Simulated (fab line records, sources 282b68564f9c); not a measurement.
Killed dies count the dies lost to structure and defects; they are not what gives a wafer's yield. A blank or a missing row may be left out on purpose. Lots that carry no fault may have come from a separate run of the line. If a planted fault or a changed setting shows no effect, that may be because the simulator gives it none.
fab line records | flow rit-cmos
record lots=14 wafers=42 last-day=7
route steps=202 shown NLDD@111 M1@202
lots that met no fault: from a run of the same line without faults
start-h: hours from the record's opening day to when the first of the lot's shown wafers began | wait-h: hours since the lot's step before | " identical to the entry in the row above | L1.1+2: a row that stands for several wafers | - value missing, or start not given | * or withheld: withheld | < > ~ a bound
route shown NAME@n: a module of which the file shows steps, and the number in the route of the first | usual: mean and standard deviation over wafers with no fault | same: alike in all rows | chamber/n: place in a boat | sites: per-site readings | _std_site: their standard deviation | _edge_site: mean of outer sites minus mean of inner sites | radius-mm: how far each site lies from the wafer's centre | mask NAME#n: copy n | behind: the tool/chamber that last shaped the wafer | hold: reason for holding the lot/hours on hold/outcome of the hold | device: which transistor (n, p or np) failed to switch | end of line: the same wafers' tests at the end of the route | for a step that has no rows: nothing shown but its recipe | killed: not the wafer's yield, but the dies lost to structure and defects at the first sort | map: per-die view of a wafer (x killed, . not killed, _ where there is no die)
set.NAME: the setting the step ran with; set.NAME@STEP: the setting that earlier step ran with | model.NAME: the simulator's own value behind a step, which no gauge read
the route's steps for a sample of lots (tables are steps, rows are wafers)
services: from which hour (start-h, from the record's first day; less than 0 if before it) a tool's chamber was out of use, for how many hours, and why
## steps
# step RIT_NLDD_IMPLANT_08
# recipe species=P energy-kev=20 dose-cm2=5e+14 tilt-deg=7
# usual dose-ions-cm2=5e+14/4.5e+11 end-station-pressure-torr=6.3e-06/3.2e-07 faraday-current-uA=1571/29
# columns lot.wafer tool chamber start-h wait-h dose-ions-cm2 end-station-pressure-torr faraday-current-uA
L751.1 implanter-01 0 46.05 0.1 5.004e+14 6.1e-06 1539
L751.5 " 0 " " 5.002e+14 6e-06 1570
L751.6 " 0 " " 5.002e+14 6.3e-06 1603
L752.1 implanter-02 0 52.14 0.1 5.008e+14 6.6e-06 1561
L752.2 " 0 " " 4.993e+14 6.2e-06 1600
L752.6 " 0 " " 4.995e+14 6.6e-06 1572
L757.2 implanter-04 0 75.85 0.1 1.004e+14 5.5e-06 324
L757.4 " 0 " " 1.001e+14 5.3e-06 324
L757.5 " 0 " " 9.96e+13 4.8e-06 325
L759.1 implanter-04 0 87.70 0.1 1.004e+14 5.1e-06 305
L759.5 " 0 " " 1.01e+14 5.2e-06 304
L759.6 " 0 " " 1.005e+14 5.4e-06 317
L764.1 implanter-01 0 112.31 0.1 4.999e+14 6e-06 1586
L764.4 " 0 " " 4.996e+14 6.1e-06 1567
L764.5 " 0 " " 4.999e+14 6.3e-06 1582
L765.2 implanter-02 0 114.60 0.1 5.002e+14 6.4e-06 1551
L765.3 " 0 " " 5e+14 5.9e-06 1565
L765.5 " 0 " " 5e+14 6.4e-06 1619
L766.2 implanter-01 0 121.32 0.1 5.003e+14 6e-06 1615
L766.5 " 0 " " 4.998e+14 6.1e-06 1564
L766.6 " 0 " " 4.996e+14 6.4e-06 1573
L767.2 implanter-02 0 123.87 0.1 5.003e+14 5.8e-06 1601
L767.4 " 0 " " 5.001e+14 6e-06 1576
L767.5 " 0 " " 5.002e+14 5.7e-06 1568
L768.2 implanter-02 0 131.49 0.1 5.003e+14 5.8e-06 1519
L768.5 " 0 " " 5.008e+14 7.1e-06 1561
L768.6 " 0 " " 5.008e+14 6.5e-06 1579
L769.3 implanter-02 0 133.62 0.1 5.003e+14 6.5e-06 1577
L769.5 " 0 " " 4.998e+14 6.6e-06 1571
L769.6 " 0 " " 4.998e+14 6.6e-06 1540
L770.1 implanter-02 0 141.70 0.1 4.996e+14 6.2e-06 1580
L770.2 " 0 " " 5.003e+14 6.7e-06 1579
L770.4 " 0 " " 4.992e+14 6.4e-06 1602
L771.1 implanter-02 0 143.25 0.1 5.001e+14 6.2e-06 1612
L771.2 " 0 " " 5.009e+14 5.9e-06 1558
L771.4 " 0 " " 5.004e+14 6e-06 1566
L773.1 implanter-02 0 157.22 0.1 4.993e+14 6e-06 1662
L773.2 " 0 " " 4.999e+14 6.7e-06 1541
L773.4 " 0 " " 4.995e+14 6.5e-06 1533
L774.2 implanter-01 0 161.40 0.1 4.993e+14 6.1e-06 1559
L774.3 " 0 " " 4.996e+14 6.3e-06 1594
L774.6 " 0 " " 4.995e+14 6e-06 1592
# step RIT_NLDD_TW_MEAS_10
# usual NLDD_TW=2510/24
# columns lot.wafer tool chamber start-h wait-h NLDD_TW
L751.1 film-metro-01 - 46.37 0.1 2509
L751.5 " - " " 2531
L751.6 " - " " 2524
L752.1 film-metro-03 - 52.46 0.1 2472
L752.2 " - " " 2474
L752.6 " - " " 2475
L757.2 film-metro-02 - 76.16 0.1 1581
L757.4 " - " " 1589
L757.5 " - " " 1585
L759.1 film-metro-02 - 88.03 0.1 1561
L759.5 " - " " 1555
L759.6 " - " " 1559
L764.1 film-metro-02 - 112.64 0.1 2505
L764.4 " - " " 2523
L764.5 " - " " 2515
L765.2 film-metro-02 - 114.91 0.1 2510
L765.3 " - " " 2495
L765.5 " - " " 2506
L766.2 film-metro-01 - 121.63 0.1 2534
L766.5 " - " " 2516
L766.6 " - " " 2523
L767.2 film-metro-02 - 124.18 0.1 2518
L767.4 " - " " 2505
L767.5 " - " " 2505
L768.2 film-metro-02 - 131.80 0.1 2525
L768.5 " - " " 2517
L768.6 " - " " 2515
L769.3 film-metro-02 - 133.91 0.1 2528
L769.5 " - " " 2506
L769.6 " - " " 2519
L770.1 film-metro-03 - 142.03 0.1 2467
L770.2 " - " " 2460
L770.4 " - " " 2463
L771.1 film-metro-01 - 143.58 0.1 2528
L771.2 " - " " 2527
L771.4 " - " " 2517
L773.1 film-metro-03 - 157.54 0.1 2458
L773.2 " - " " 2452
L773.4 " - " " 2466
L774.2 film-metro-01 - 161.71 0.1 2532
L774.3 " - " " 2541
L774.6 " - " " 2532
# step RIT_SDANNEAL_RS_MEAS_07
# recipe thk-meas-gauge=four-point-probe
# usual NLDD_RS=151.6/0.58
# columns lot.wafer tool chamber start-h wait-h NLDD_RS[ohm/sq]
L751.1 film-metro-01 - 56.04 0.1 152.2
L751.5 " - " " 153.0
L751.6 " - " " 152.5
L752.1 film-metro-02 - 63.48 0.1 151.0
L752.2 " - " " 150.8
L752.6 " - " " 150.5
L757.2 film-metro-01 - 84.10 0.1 507.4
L757.4 " - " " 505.7
L757.5 " - " " 502.2
L759.1 film-metro-02 - 96.99 0.1 517.7
L759.5 " - " " 527.7
L759.6 " - " " 519.9
L764.1 film-metro-01 - 120.84 0.1 151.4
L764.4 " - " " 151.7
L764.5 " - " " 151.9
L765.2 film-metro-02 - 122.71 0.1 151.4
L765.3 " - " " 152.1
L765.5 " - " " 151.6
L766.2 film-metro-01 - 129.95 0.1 151.4
L766.5 " - " " 152.1
L766.6 " - " " 151.8
L767.2 film-metro-03 - 132.15 0.1 151.5
L767.4 " - " " 152.0
L767.5 " - " " 152.5
L768.2 film-metro-02 - 139.92 0.1 150.6
L768.5 " - " " 150.6
L768.6 " - " " 150.6
L769.3 film-metro-02 - 143.41 0.1 150.4
L769.5 " - " " 150.6
L769.6 " - " " 150.6
L770.1 film-metro-02 - 149.90 0.1 152.3
L770.2 " - " " 152.0
L770.4 " - " " 151.9
L771.1 film-metro-02 - 151.78 0.1 152.2
L771.2 " - " " 151.9
L771.4 " - " " 152.2
L773.1 film-metro-01 - 166.14 0.1 152.6
L773.2 " - " " 151.9
L773.4 " - " " 151.9
L774.2 film-metro-03 - 169.66 0.1 152.2
L774.3 " - " " 151.8
L774.6 " - " " 152.2
# step RIT_M1_PROBE_99
# usual killed-at-contacts=0.1/0.34 killed-at-front-end=6.9/2.8 killed-dies=7.1/2.8 killed-open=3.4/1.9 killed-short=3.6/1.7
# same gross-dies=264 killed_at_M0_to_M3=0 killed_at_M4_up=0 killed-at-back-side=0 killed-at-other=0
# columns lot.wafer tool chamber start-h wait-h killed-at-contacts killed-at-front-end killed-dies killed-open killed-short
L759.1 prober-01 - 104.25 0.1 0 6 6 3 3
L759.5 prober-01 - 104.45 0.2 0 6 6 3 3
L759.6 prober-01 - 104.50 0.2 0 9 9 6 3
L765.2 prober-01 - 130.03 0.1 0 4 4 2 2
L765.3 prober-01 - 130.08 0.2 0 3 3 2 1
L765.5 prober-01 - 130.18 0.2 0 6 6 4 2
L766.2 prober-02 - 137.31 0.1 1 3 4 1 3
L766.5 prober-02 - 137.46 0.2 1 2 3 2 1
L766.6 prober-02 - 137.51 0.2 0 11 11 7 4
L767.2 prober-01 - 139.39 0.1 1 2 3 2 1
L767.4 prober-01 - 139.49 0.2 0 9 9 4 5
L767.5 prober-01 - 139.54 0.2 0 7 7 3 4
L770.1 prober-01 - 156.91 0.1 0 9 9 4 5
L770.2 prober-01 - 156.96 0.1 0 6 6 4 2
L770.4 prober-01 - 157.06 0.2 0 6 6 2 4
L773.1 prober-02 - 173.28 0.1 0 6 6 3 3
L773.2 prober-02 - 173.33 0.1 0 5 5 1 4
L773.4 prober-02 - 173.43 0.2 0 6 6 3 3
# killed by level:class
L759.1 FOX1:geometric-particle:open=2 FOX1:geometric-particle:short=1 GATE:geometric-particle:short=1 REOX:geometric-particle:open=1 REOX:geometric-particle:short=1
L759.5 SILICIDE:geometric-particle:short=2 FOX1:geometric-particle:open=1 FOX2:geometric-particle:short=1 GATE:geometric-particle:open=1 SPACER:geometric-particle:open=1
L759.6 GATE:geometric-particle:open=6 FOX2:geometric-particle:short=1 REOX:geometric-particle:short=1 SILICIDE:geometric-particle:short=1
L765.2 FOX1:geometric-particle:open=1 FOX2:geometric-particle:short=1 SPACER:geometric-particle:short=1 SPACER:geometric-particle:open=1
L765.3 GATE:geometric-particle:open=1 SPACER:geometric-particle:open=1 SILICIDE:geometric-particle:short=1
L765.5 SPACER:geometric-particle:open=2 FOX1:geometric-particle:short=1 GATE:geometric-particle:open=1 REOX:geometric-particle:short=1 SILICIDE:geometric-particle:open=1
L766.2 FOX1:geometric-particle:open=1 GATE:geometric-particle:short=1 SPACER:geometric-particle:short=1 CONTACT:geometric-particle:short=1
L766.5 REOX:geometric-particle:open=1 SPACER:geometric-particle:open=1 CONTACT:geometric-particle:short=1
L766.6 FOX1:geometric-particle:open=2 GATE:geometric-particle:open=2 REOX:geometric-particle:open=2 SPACER:geometric-particle:short=2 GATE:geometric-particle:short=1 REOX:geometric-particle:short=1 SPACER:geometric-particle:open=1
L767.2 GATE:geometric-particle:open=1 SPACER:geometric-particle:open=1 CONTACT:geometric-particle:short=1
L767.4 GATE:geometric-particle:short=5 GATE:geometric-particle:open=4
L767.5 GATE:geometric-particle:short=4 GATE:geometric-particle:open=2 FOX2:geometric-particle:open=1
L770.1 GATE:geometric-particle:short=4 GATE:geometric-particle:open=3 FOX2:geometric-particle:short=1 SILICIDE:geometric-particle:open=1
L770.2 GATE:geometric-particle:open=2 GATE:geometric-particle:short=2 FOX1:geometric-particle:open=1 REOX:geometric-particle:open=1
L770.4 SILICIDE:geometric-particle:short=2 FOX2:geometric-particle:open=1 GATE:geometric-particle:short=1 SPACER:geometric-particle:short=1 SPACER:geometric-particle:open=1
L773.1 GATE:geometric-particle:short=3 GATE:geometric-particle:open=1 REOX:geometric-particle:open=1 SPACER:geometric-particle:open=1
L773.2 SILICIDE:geometric-particle:short=2 GATE:geometric-particle:open=1 GATE:geometric-particle:short=1 SPACER:geometric-particle:short=1
L773.4 ACTIVE:geometric-particle:short=1 FOX1:geometric-particle:short=1 REOX:geometric-particle:open=1 SPACER:geometric-particle:short=1 SPACER:geometric-particle:open=1 SILICIDE:geometric-particle:open=1
## services
# columns tool chamber start-h hours kind
implanter-02 - 63.05 8.7 repair
implanter-04 - 66.61 0.9 repair
implanter-02 - 71.75 4.6 pm
implanter-02 - 74.58 5.2 repair
implanter-04 - 89.28 13.6 repair
implanter-04 - 92.22 3.7 repair
implanter-02 - 94.75 9.8 pm
implanter-01 - 128.43 8.8 repair
## key
first-sign step=RIT_NLDD_IMPLANT_08 reading=dose-ions-cm2 direction=down sigmas=99+ usual=5e+14 struck=1.003e+14
effect step=RIT_NLDD_IMPLANT_08 reading=faraday-current-uA direction=down sigmas=44 usual=1571 struck=316
effect step=RIT_NLDD_TW_MEAS_10 reading=NLDD_TW direction=down sigmas=38 usual=2510 struck=1572
effect step=RIT_SDANNEAL_RS_MEAS_07 reading=NLDD_RS direction=up sigmas=99+ usual=151.6 struck=513.4
met-at RIT_NLDD_IMPLANT_08
struck-lots L757,L759
tester-left-out L757,L759
fault kind=process-parameter-drift tool=implanter-04 chamber=- onset-h=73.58 steps=RIT_NLDD_IMPLANT_08 channel=dose-cm2 offset=-4e+14 shape=step end-h=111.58 acts-in=these-recipes-only stated=5e+14
# tester-left-out: of these lots the tester's yield and bins aren't shown, on N5 and GAA mostly nor the transistor test; their killed dies are dies lost to structure and defects alone, not to doping, threshold or leakage, so they don't give the yield
